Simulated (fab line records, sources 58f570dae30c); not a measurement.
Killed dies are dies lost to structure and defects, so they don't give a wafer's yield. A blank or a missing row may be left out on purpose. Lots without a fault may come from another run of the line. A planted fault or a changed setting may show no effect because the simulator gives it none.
Which tool did it? | flow berkeley_cmos170 | 7 lots, 21 wafers sampled, at 1 step of a route of 331

WHAT THE GAUGES READ, wafer by wafer
UCB170_PWELL_THK_MEAS_03.
lot  | measured    | on            | PWELL_OXIDE_THK (nm)
L825 | day 3 13:56 | film_metro-03 | 27.5 27.2 27.4
L828 | day 3 20:41 | film_metro-03 | 25.8 25.7 25.7
L831 | day 4 10:09 | film_metro-03 | 26.1 26.2 26.1
L838 | day 5 21:44 | film_metro-03 | 25.8 26.6 25.6
L841 | day 6 17:43 | film_metro-01 | 27.1 27.3 27.0
L844 | day 7 08:50 | film_metro-03 | 26.9 27.4 27.4
L845 | day 7 08:50 | film_metro-02 | 27.6 27.0 27.5

WHICH TOOL RAN EACH LOT (tool, then ch and the chambers of the sampled wafers, then the start)
The record holds no process step before these readings.

THE ANSWER, worked out from the rows above alone
Rule: what is usual is taken from the lots themselves. Put in order of their means at a reading, lots are off if they are a third of the lots or fewer, leave a main group of 4 or more, and stand apart from it by a gap of 3 or more times the standard deviation of the main group's means; of several such gaps the widest counts. A main group whose means are all the same, to the digits that the tables above print for the reading, isn't used. A lot without any number at a reading at which 4 lots or more have one is off too. The other lots that the step has rows for count as sound.
No lot is off at any reading shown: from this, nothing can be told.

WHAT THE SIMULATOR HAD PUT IN
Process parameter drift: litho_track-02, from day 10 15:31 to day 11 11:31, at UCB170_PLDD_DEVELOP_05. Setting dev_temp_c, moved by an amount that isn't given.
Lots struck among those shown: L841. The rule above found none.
